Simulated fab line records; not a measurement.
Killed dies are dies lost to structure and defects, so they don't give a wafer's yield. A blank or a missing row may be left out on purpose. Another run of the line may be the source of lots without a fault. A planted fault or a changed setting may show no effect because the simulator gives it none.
2 desks looking at one fault + flow berkeley-cmos170 + what lay behind the numbers comes last; until then each desk has only its own

## AT THE TOOL OWNER'S DESK: pecvd-01
The tool's own readings at UCB170_V1_CVD_00 (deposits SiO2 from TEOS/O2, target thk 2000 nm, time 260.8 s): means of the sampled wafers that have a number, for each lot that ran on this tool. Any lot whose mean is over 4 standard deviations away from the usual mean is out of limits and marked OUT; that distance is given in the brackets.
Columns: A = heater-power-w at UCB170_V1_CVD_00, usual 252 W
| lot  | first seen here | A   |
|------|-----------------|-----|
| L820 | day 7 02:21     | 269 |
| L822 | day 7 21:38     | 250 |
| L827 | day 8 20:13     | 255 |
| L832 | day 9 21:34     | 233 |
| L834 | day 10 22:40    | 215 |
| L837 | day 11 02:43    | 204 |
| L836 | day 11 02:52    | 264 |
| L842 | day 11 14:02    | 248 |
This desk found nothing out of limits on any of the 8 lots.

## METROLOGY DESK
What the gauges read, lot by lot, whatever tool the lot ran on: means of the sampled wafers that have a number. Any lot whose mean is over 4 standard deviations away from the usual mean is out of limits and marked OUT; that distance is given in the brackets.
Columns: A = SILICIDE_TI_THK at UCB170_SILICIDE_THK_MEAS_03, usual 29.5 nm; B = V1_TEOS_THK at UCB170_V1_THK_MEAS_01, usual 2087 nm; C = V1_BOW at UCB170_V1_BOW_MEAS_03, usual 19 um; D = cd-nm at UCB170_V1_CD_MEAS_90, usual 700.1 nm
| lot  | first seen here | A    | B               | C  | D     |
|------|-----------------|------|-----------------|----|-------|
| L820 | day 6 15:49     | 29.8 | 2066            | 20 | 698.8 |
| L821 | day 6 20:04     | 29.8 | 2070            | 20 | 699.7 |
| L822 | day 7 08:19     | 29.7 | 2092            | 22 | 703.0 |
| L824 | day 7 19:40     | 29.2 | 2092            | 20 | 699.6 |
| L825 | day 7 19:43     | 30.1 | 2130            | 22 | 699.5 |
| L827 | day 8 10:20     | 28.9 | 2073            | 10 | 699.6 |
| L830 | day 8 20:44     | 29.1 | 2081            | 21 | 697.4 |
| L832 | day 9 07:41     | 29.4 | 2068            | 19 | 701.5 |
| L833 | day 9 22:32     | 29.4 | 2054            | 13 | 700.2 |
| L834 | day 10 09:55    | 29.5 | 2096            | 21 | 700.3 |
| L837 | day 10 10:30    | 29.3 | 1979 (-4.2) OUT | 23 | 699.7 |
| L835 | day 10 10:40    | 29.7 | 2098            | 18 | 699.3 |
| L836 | day 10 10:50    | 29.3 | 2009            | 23 | 699.3 |
| L842 | day 11 00:57    | 29.6 | 1955 (-5.1) OUT | 9  | 698.2 |
| L843 | day 11 07:05    | 29.6 | 2064            | 22 | 699.0 |
This desk's result: L837, L842 out of limits, first on L837 (V1_TEOS_THK at UCB170_V1_THK_MEAS_01), day 11 02:56. In limits: L820, L821, L822, L824, L825, L827, L830, L832, L833, L834, L835, L836, L843.

## ALL TOGETHER
The metrology desk could have raised an alarm at day 11 02:56, on L837, L842.
The tool owner's desk saw nothing out of limits.
Tool owner's desk: L837, L842 on record, inside its limits.
On pecvd-01, each named lot ran UCB170_V1_CVD_00.

## WHAT WAS PUT IN BY THE SIMULATOR
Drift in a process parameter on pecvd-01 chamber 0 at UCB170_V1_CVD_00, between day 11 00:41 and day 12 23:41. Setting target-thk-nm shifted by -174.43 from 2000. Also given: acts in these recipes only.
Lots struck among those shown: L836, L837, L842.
Hours from the fault's start to each desk's first reading out of limits: the metrology desk, 2.
